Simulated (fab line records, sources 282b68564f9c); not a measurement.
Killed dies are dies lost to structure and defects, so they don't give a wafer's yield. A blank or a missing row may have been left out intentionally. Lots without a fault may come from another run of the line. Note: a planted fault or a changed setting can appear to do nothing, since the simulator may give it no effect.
Check for tools in common || flow rit-cmos || 13 lots, 42 wafers sampled

## REASON FOR OPENING
At RIT_M1_CD_MEAS_09 the reading cd-nm is flagged on 1 of 13 lots. Wafers without a fault read 2600.1 nm, standard deviation 2.3.
Rule: a lot gets a flag if all its wafers with a number sit over 4 standard deviations from that mean, or if no wafer of it has a number. As for the other lots, they are considered sound.

{"lot": "L215", "measured": "day 3 10:02", "on": "cd-sem-02", "cd-nm (nm), wafer by wafer": "2602.4 2599.6 2598.1", "flag": ""}
{"lot": "L219", "measured": "day 4 07:14", "on": "cd-sem-01", "cd-nm (nm), wafer by wafer": "2601.1 2600.1 2599.0", "flag": ""}
{"lot": "L220", "measured": "day 4 14:02", "on": "cd-sem-02", "cd-nm (nm), wafer by wafer": "2602.8 2603.7 2603.2", "flag": ""}
{"lot": "L222", "measured": "day 4 20:46", "on": "cd-sem-01", "cd-nm (nm), wafer by wafer": "2249.4 2251.5 2251.8 2249.6 2251.2 2251.7", "flag": "FLAGGED"}
{"lot": "L223", "measured": "day 5 05:00", "on": "cd-sem-01", "cd-nm (nm), wafer by wafer": "2600.1 2599.7 2597.8", "flag": ""}
{"lot": "L225", "measured": "day 5 15:17", "on": "cd-sem-01", "cd-nm (nm), wafer by wafer": "2604.2 2602.0 2602.7", "flag": ""}
{"lot": "L230", "measured": "day 6 11:02", "on": "cd-sem-01", "cd-nm (nm), wafer by wafer": "2601.0 2600.2 2600.9", "flag": ""}
{"lot": "L231", "measured": "day 6 18:57", "on": "cd-sem-01", "cd-nm (nm), wafer by wafer": "2600.0 2602.6 2600.2", "flag": ""}
{"lot": "L232", "measured": "day 6 23:43", "on": "cd-sem-01", "cd-nm (nm), wafer by wafer": "2599.7 2599.8 2602.9", "flag": ""}
{"lot": "L233", "measured": "day 7 02:23", "on": "cd-sem-01", "cd-nm (nm), wafer by wafer": "2597.8 2600.0 2599.5", "flag": ""}
{"lot": "L234", "measured": "day 7 09:10", "on": "cd-sem-01", "cd-nm (nm), wafer by wafer": "2597.8 2599.1 2597.9", "flag": ""}
{"lot": "L237", "measured": "day 7 22:43", "on": "cd-sem-02", "cd-nm (nm), wafer by wafer": "2599.9 2598.5 2599.0", "flag": ""}
{"lot": "L238", "measured": "day 8 05:01", "on": "cd-sem-01", "cd-nm (nm), wafer by wafer": "2598.1 2595.9 2596.4", "flag": ""}
Averaged over the flagged lots the numbers come to 2250.9 nm, -349.2 nm from the usual (-99 or more standard deviations).

## LOT BY LOT: THE TOOL USED
The record keeps 1 process step preceding the reading, out of 202 steps on the route. Read each cell as the tool, then ch plus the chambers that the sampled wafers visited, then the start.
{"lot": "L215", "flag": "", "RIT_M1_EXPOSE_06": "iline-stepper-02 ch 0, day 3 09:36"}
{"lot": "L219", "flag": "", "RIT_M1_EXPOSE_06": "iline-stepper-01 ch 0, day 4 06:49"}
{"lot": "L220", "flag": "", "RIT_M1_EXPOSE_06": "iline-stepper-01 ch 0, day 4 13:36"}
{"lot": "L222", "flag": "FLAGGED", "RIT_M1_EXPOSE_06": "iline-stepper-01 ch 0, day 4 20:20"}
{"lot": "L223", "flag": "", "RIT_M1_EXPOSE_06": "iline-stepper-01 ch 0, day 5 04:34"}
{"lot": "L225", "flag": "", "RIT_M1_EXPOSE_06": "iline-stepper-02 ch 0, day 5 14:52"}
{"lot": "L230", "flag": "", "RIT_M1_EXPOSE_06": "iline-stepper-02 ch 0, day 6 10:36"}
{"lot": "L231", "flag": "", "RIT_M1_EXPOSE_06": "iline-stepper-02 ch 0, day 6 18:31"}
{"lot": "L232", "flag": "", "RIT_M1_EXPOSE_06": "iline-stepper-01 ch 0, day 6 23:17"}
{"lot": "L233", "flag": "", "RIT_M1_EXPOSE_06": "iline-stepper-01 ch 0, day 7 01:57"}
{"lot": "L234", "flag": "", "RIT_M1_EXPOSE_06": "iline-stepper-01 ch 0, day 7 08:43"}
{"lot": "L237", "flag": "", "RIT_M1_EXPOSE_06": "iline-stepper-01 ch 0, day 7 22:14"}
{"lot": "L238", "flag": "", "RIT_M1_EXPOSE_06": "iline-stepper-01 ch 0, day 8 04:34"}
What the steps here do:
- RIT_M1_EXPOSE_06: exposes mask M12, target cd 2600 nm.
- RIT_M1_CD_MEAS_09: target cd 2600 nm.

## FLAGGED OVER TOTAL, TOOL BY TOOL (the gauges that took the reading come last)
{"step": "RIT_M1_EXPOSE_06", "tool": "iline-stepper-01", "lots run": 9, "flagged": 1, "share of the flagged lots": "all", "sound lots run after its first flagged lot": "6 (L223,L232,L233,L234,L237,L238)"}
{"step": "RIT_M1_EXPOSE_06", "tool": "iline-stepper-02", "lots run": 4, "flagged": 0, "share of the flagged lots": "none", "sound lots run after its first flagged lot": "-"}
{"step": "RIT_M1_CD_MEAS_09", "tool": "cd-sem-01", "lots run": 10, "flagged": 1, "share of the flagged lots": "all", "sound lots run after its first flagged lot": "8 (L223,L225,L230,L231,L232,L233,L234,L238)"}
{"step": "RIT_M1_CD_MEAS_09", "tool": "cd-sem-02", "lots run": 3, "flagged": 0, "share of the flagged lots": "none", "sound lots run after its first flagged lot": "-"}

## WHAT IS ALLOWED BY THE TABLE
In 2 table rows, all flagged lots were run: iline-stepper-01 (RIT_M1_EXPOSE_06), cd-sem-01 (RIT_M1_CD_MEAS_09).
- iline-stepper-01 at RIT_M1_EXPOSE_06 ran 9 lots, 1 of them flagged. Lots that were sound ran on it after the first flagged one (L223, L232, L233, L234, L237, L238); a persistent fault on the entire tool would not allow that.
- cd-sem-01 at RIT_M1_CD_MEAS_09 ran 10 lots, 1 of them flagged. Lots that were sound ran on it after the first flagged one (L223, L225, L230, L231, L232, L233, L234, L238); a persistent fault on the entire tool would not allow that.
There is no row in the table that ran each flagged lot and no sound lot after the first.

## WHAT THE SIMULATOR HAD INSERTED
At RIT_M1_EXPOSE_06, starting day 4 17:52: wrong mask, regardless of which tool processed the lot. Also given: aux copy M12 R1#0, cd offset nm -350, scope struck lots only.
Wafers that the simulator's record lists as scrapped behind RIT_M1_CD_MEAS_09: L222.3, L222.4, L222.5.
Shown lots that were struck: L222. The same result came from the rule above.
